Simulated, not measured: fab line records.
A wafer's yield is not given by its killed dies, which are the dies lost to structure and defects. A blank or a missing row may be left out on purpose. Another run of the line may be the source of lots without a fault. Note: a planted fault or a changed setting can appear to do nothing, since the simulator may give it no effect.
One fault seen from 2 desks :: flow berkeley_cmos170 :: only its own numbers are on each desk; what lay behind them is given at the end

## METROLOGY DESK
What the gauges read, lot by lot, whatever tool the lot ran on: means of the sampled wafers that have a number. If a lot's mean is further than 4 standard deviations from the usual mean, the lot is out of limits and carries the mark OUT (the distance appears in the brackets).
Columns: A = cd_nm at UCB170_PLDD_CD_MEAS_06, usual 1199.8 nm; B = cd_nm at UCB170_NLDD_CD_MEAS_06, usual 1199.2 nm; C = cd_nm at UCB170_NSD_CD_MEAS_06, usual 1199.9 nm
lot: L468
first seen here: day 7 21:39
A: 1199.2
B: 1198.1
C: 1200.6

lot: L467
first seen here: day 7 22:08
A: 1199.1
B: 1201.4
C: 1201.9

lot: L470
first seen here: day 8 07:49
A: 1199.6
B: 1199.3
C: 1200.8

lot: L472
first seen here: day 8 07:58
A: 1200.7
B: 1198.9
C: 1199.7

lot: L474
first seen here: day 9 10:01
A: 1202.2
B: 1200.3
C: 1199.8

lot: L473
first seen here: day 9 10:20
A: 1200.1
B: 1199.1
C: 1199.4

lot: L478
first seen here: day 10 01:37
A: 1200.2
B: 1199.0
C: 1200.1

lot: L477
first seen here: day 10 01:40
A: 1197.5
B: 1198.3
C: 1196.4

lot: L475
first seen here: day 10 01:44
A: 1198.5
B: 1200.3
C: 1201.0

lot: L481
first seen here: day 10 12:17
A: 1198.4
B: 1198.0
C: 1197.9

lot: L483
first seen here: day 11 07:19
A: 1199.5
B: 1197.9
C: 1197.5

lot: L485
first seen here: day 11 07:28
A: 1202.1
B: 1197.2
C: 1200.9

lot: L488
first seen here: day 11 22:17
A: 1198.0
B: 1199.6
C: 1202.5

lot: L487
first seen here: day 11 22:19
A: 1202.1
B: 1201.8
C: 1200.7

lot: L489
first seen here: day 12 07:40
A: 1202.1
B: 1199.8
C: 1201.0
This desk's finding: nothing out of limits on any of the 15 lots.

## FOR THE TOOL OWNER'S DESK: plasma_asher-04
The tool's own readings at UCB170_NLDD_STRIP_10 (strips in O2): means of the sampled wafers that have a number, for each lot that ran on this tool. If a lot's mean is further than 4 standard deviations from the usual mean, the lot is out of limits and carries the mark OUT (the distance appears in the brackets).
Columns: A = drypump_motor_current_A at UCB170_NLDD_STRIP_10, usual 5.90 A; B = o2_flow_sccm at UCB170_NLDD_STRIP_10, usual 399.8 sccm; C = oes_product_au at UCB170_NLDD_STRIP_10, usual 0.735 a.u.; D = strip_time_to_endpoint_s at UCB170_NLDD_STRIP_10, usual 21.63 s
lot: L468
first seen here: day 7 23:50
A: 5.89
B: 399.7
C: 0.733
D: 21.59

lot: L473
first seen here: day 9 12:33
A: 6.08
B: 401.4
C: 0.738
D: 21.63

lot: L477
first seen here: day 10 04:53
A: 5.90
B: 398.5
C: 0.735
D: 21.59

lot: L481
first seen here: day 10 14:59
A: 5.89
B: 399.5
C: 0.733
D: 21.63

lot: L483
first seen here: day 11 10:20
A: 6.12
B: 453.0 (+41) OUT
C: 0.746
D: 21.25 (-5.8) OUT

lot: L485
first seen here: day 11 11:04
A: 5.87
B: 426.9 (+21) OUT
C: 0.733
D: 21.57

lot: L487
first seen here: day 12 00:37
A: 6.09
B: 452.4 (+40) OUT
C: 0.747
D: 21.41
This desk finds L483, L485, L487 out of limits, L483 being first, at day 11 10:20 (o2_flow_sccm at UCB170_NLDD_STRIP_10). Within limits: L468, L473, L477, L481.

## PUT TOGETHER
The tool owner's desk had the chance to raise an alarm at day 11 10:20 on L483, L485, L487.
Nothing out of limits was seen by the metrology desk.
The metrology desk holds a record of L483, L485, L487, inside its limits.
On plasma_asher-04, each named lot ran UCB170_NLDD_STRIP_10.

## WHAT HAD BEEN PUT IN BY THE SIMULATOR
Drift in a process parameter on plasma_asher-04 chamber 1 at UCB170_NLDD_STRIP_10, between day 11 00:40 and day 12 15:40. Setting o2_flow_sccm shifted by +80 from 400. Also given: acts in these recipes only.
Shown lots that were struck: L483, L485, L487.
How many hours passed from the start of the fault until each desk's first out-of-limits reading: the tool owner's desk, 10.
